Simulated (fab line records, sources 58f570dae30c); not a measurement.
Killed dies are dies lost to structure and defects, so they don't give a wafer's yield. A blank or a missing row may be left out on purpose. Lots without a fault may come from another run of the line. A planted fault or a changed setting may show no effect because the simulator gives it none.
Problem report in the 8D (eight disciplines) form, filled by code | flow berkeley_cmos170 | the parts of the form that need people (team, actions taken, sign-off) are left out

1. THE PROBLEM
wafer_temp_C_max at UCB170_SILICIDE_RTA_04 reads a mean of 722.4 on 9 wafers of 3 lots; wafers without a fault read 653.1 with a standard deviation of 0.82. That is +85 standard deviations from the usual mean.
The step: time 15 s.
First seen on wafer L547.1, day 10 08:19, on rtp_anneal-02. The record holds 45 wafers of 15 lots with a number at this step. Rule for "out", or "out of limits": more than 4 standard deviations from the usual mean. The other wafers with a number count as sound.

2. WHAT IT IS AND WHAT IT IS NOT
question                    | is                               | is not
which readings at this step | wafer_temp_C_max, lamp_power_pct | -
which lots                  | L546, L547, L549                 | L535, L536, L537, L539, L540, L541, L543, L544, L550, L554, L557, L558
which wafers of those lots  | all that have a number           | -
read on which tools         | rtp_anneal-02                    | rtp_anneal-01
when                        | from day 10 08:19                | up to then (24 sound wafers); but 12 sound wafers of L550, L554, L557, L558 came after

3. SUSPECTS, AND WHAT RULES EACH OUT
Counting: a tool at a process step up to the reading stays a suspect if it ran every lot that is out and no sound lot after the first of them.
- rtp_anneal-02 at UCB170_SILICIDE_RTA_04 (time 15 s): kept. It ran every lot that is out, first L547 (day 10 08:19), and no sound lot after that; its last sound lot up to then is L544 (day 9 18:38). Its own readings are out on those wafers: lamp_power_pct, wafer_temp_C_max.
Left after counting: rtp_anneal-02 at UCB170_SILICIDE_RTA_04.

4. THE CAUSE (what the simulator had put in)
Process parameter drift: rtp_anneal-02, from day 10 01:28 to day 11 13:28, at UCB170_SILICIDE_RTA_04. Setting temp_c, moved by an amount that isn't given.
Counting left only this tool.

5. THE CHAIN OF EFFECTS, in route order
Each row: a reading whose mean over the struck wafers that have a number lies more than 3 standard deviations from the usual. Only readings for which the record gives a usual standard deviation are gone through. hours: the time from each lot's start at the first step in this table that gives one to its start at this step, as a median over the lots. sigmas: the change in usual standard deviations.
hours | step                   | reading          | usual  | on struck wafers | change | sigmas
0     | UCB170_SILICIDE_RTA_04 | lamp_power_pct   | 10.4 % | 12.6             | +2.2   | +4.6
0     | UCB170_SILICIDE_RTA_04 | wafer_temp_C_max | 653.1  | 722.4            | +69.3  | +85
The process steps in it:
- UCB170_SILICIDE_RTA_04: time 15 s.
Later measuring or inspecting steps at which every struck wafer that the step has a row for has a number for every such reading, and none has moved that far: UCB170_V1_THK_MEAS_04.

6. WHAT WOULD HAVE CAUGHT IT SOONER
In this record the first reading out of limits was taken at day 10 08:19, 7 hours after the fault began at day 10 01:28.
